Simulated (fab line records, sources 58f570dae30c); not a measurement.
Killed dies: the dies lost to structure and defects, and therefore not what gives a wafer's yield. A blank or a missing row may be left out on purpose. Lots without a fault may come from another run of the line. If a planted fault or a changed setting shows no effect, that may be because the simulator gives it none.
Which of the tools did it? ; flow berkeley cmos170 ; 7 lots, 21 wafers sampled, at 1 step of a route of 331

WHAT THE GAUGES SHOWED, per wafer
UCB170_START_BOW_MEAS_00.
lot;measured;on;INCOMING_BOW (um)
L737;day 2 01:00;film metro-02;1 1 1
L739;day 2 11:00;film metro-02;-8 3 -7
L742;day 3 02:01;film metro-01;-3 -1 5
L744;day 3 12:02;film metro-01;6 0 6
L746;day 3 22:02;film metro-02;15 3 1
L753;day 5 09:00;film metro-03;-3 4 -4
L757;day 6 05:00;film metro-01;-3 8 -5

TOOL THAT RAN EACH LOT (tool first, then ch and the chambers of the sampled wafers, then the start)
No process step before these readings appears in the record.

THE ANSWER, worked out from the rows above alone
Rule: the lots themselves supply what counts as usual. The widest of any qualifying gaps counts: lots, ordered by their means at a reading, are off when they make up no more than a third of the lots, leave a main group of 4 or more, and stand apart from it by 3 or more times the standard deviation of that group's means. Not used: any main group whose means are identical at the precision the tables above print for the reading. Also off: a lot with no number at a reading for which 4 or more lots have one. Where the step has rows for the other lots, those lots are counted as sound.
No lot is off on any of the readings shown, so nothing can be concluded from this.

WHAT THE SIMULATOR HAD PUT IN
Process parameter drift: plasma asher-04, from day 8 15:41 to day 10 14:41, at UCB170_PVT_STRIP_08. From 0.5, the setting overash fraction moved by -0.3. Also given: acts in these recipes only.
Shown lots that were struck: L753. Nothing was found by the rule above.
